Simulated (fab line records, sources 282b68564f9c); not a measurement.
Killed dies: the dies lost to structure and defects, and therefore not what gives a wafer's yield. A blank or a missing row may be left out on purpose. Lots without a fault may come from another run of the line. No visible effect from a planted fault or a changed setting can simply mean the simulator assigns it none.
A single fault, viewed from 2 desks    flow rit-cmos    each desk holds nothing but its own numbers, with what lay behind them at the end

THE TOOL OWNER'S DESK: lpcvd-02
The tool's own readings at RIT_GATE_CVD_08 (deposits poly-Si from SiH4, target thk 250 nm, time 2220 s): means of the sampled wafers that have a number, for each lot that ran on this tool. Marked OUT: a lot whose mean sits more than 4 standard deviations from the usual mean, which makes it out of limits; the brackets give that distance.
Columns: A = spike-tc-centre-C at RIT_GATE_CVD_08, usual 612.3 C
lot   first seen here  A
L641  day 2 10:14      614.4
L648  day 3 20:28      613.2
L652  day 4 17:51      613.0
L654  day 5 03:17      612.9
L655  day 5 09:00      612.3
L656  day 5 13:46      613.1
Result from this desk: across the 6 lots, nothing is out of limits.

METROLOGY DESK
What the gauges read for every lot (on any tool): the sampled wafers with a number, averaged. Marked OUT: a lot whose mean sits more than 4 standard deviations from the usual mean, which makes it out of limits; the brackets give that distance.
Columns: A = NRETRO_OVL at RIT_NRETRO_OVL_MEAS_06, usual -0.1 nm; B = NRETRO_TW at RIT_NRETRO_TW_MEAS_10, usual 1041; C = GATE_POLY_THK at RIT_GATE_THK_MEAS_09, usual 249.3 nm
lot   first seen here  A     B     C
L641  day 2 05:20      -0.1  1034  249.8
L642  day 2 12:50      -1.1  1044  251.4
L643  day 2 15:53      0.3   1023  253.3
L645  day 3 01:14      0.5   1053  251.0
L646  day 3 05:49      -0.3  1050  250.4
L647  day 3 12:27      -1.1  1041  248.9
L648  day 3 16:14      -0.2  1032  247.1
L650  day 4 01:58      -0.6  1053  248.9
L652  day 4 13:38      -0.9  1043  246.3
L654  day 4 23:02      1.4   1045  248.3
L655  day 5 04:45      0.2   1049  238.3 (-4.8) OUT
L656  day 5 08:11      0.4   1042  238.1 (-4.9) OUT
L661  day 6 10:33      1.6   1020  251.3
L664  day 6 23:55      0.2   1044  248.1
This desk finds L655, L656 out of limits, with the earliest case on L655 at day 5 10:37 (GATE_POLY_THK at RIT_GATE_THK_MEAS_09). L641, L642, L643, L645, L646, L647, L648, L650, L652, L654, L661, L664: within limits.

ALL TOGETHER
The metrology desk could have raised an alarm at day 5 10:37, on L655, L656.
The desk of the tool owner found nothing out of limits.
The tool owner's desk has L655, L656 on record, within its limits.
Every lot named ran RIT_GATE_CVD_08 on lpcvd-02.

WHAT HAD BEEN PUT IN BY THE SIMULATOR
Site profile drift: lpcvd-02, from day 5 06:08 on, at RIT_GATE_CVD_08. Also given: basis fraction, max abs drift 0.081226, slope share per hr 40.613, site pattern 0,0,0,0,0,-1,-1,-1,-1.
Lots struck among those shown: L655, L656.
Per desk, hours elapsed from the start of the fault to the first reading out of limits: for the metrology desk, 4.
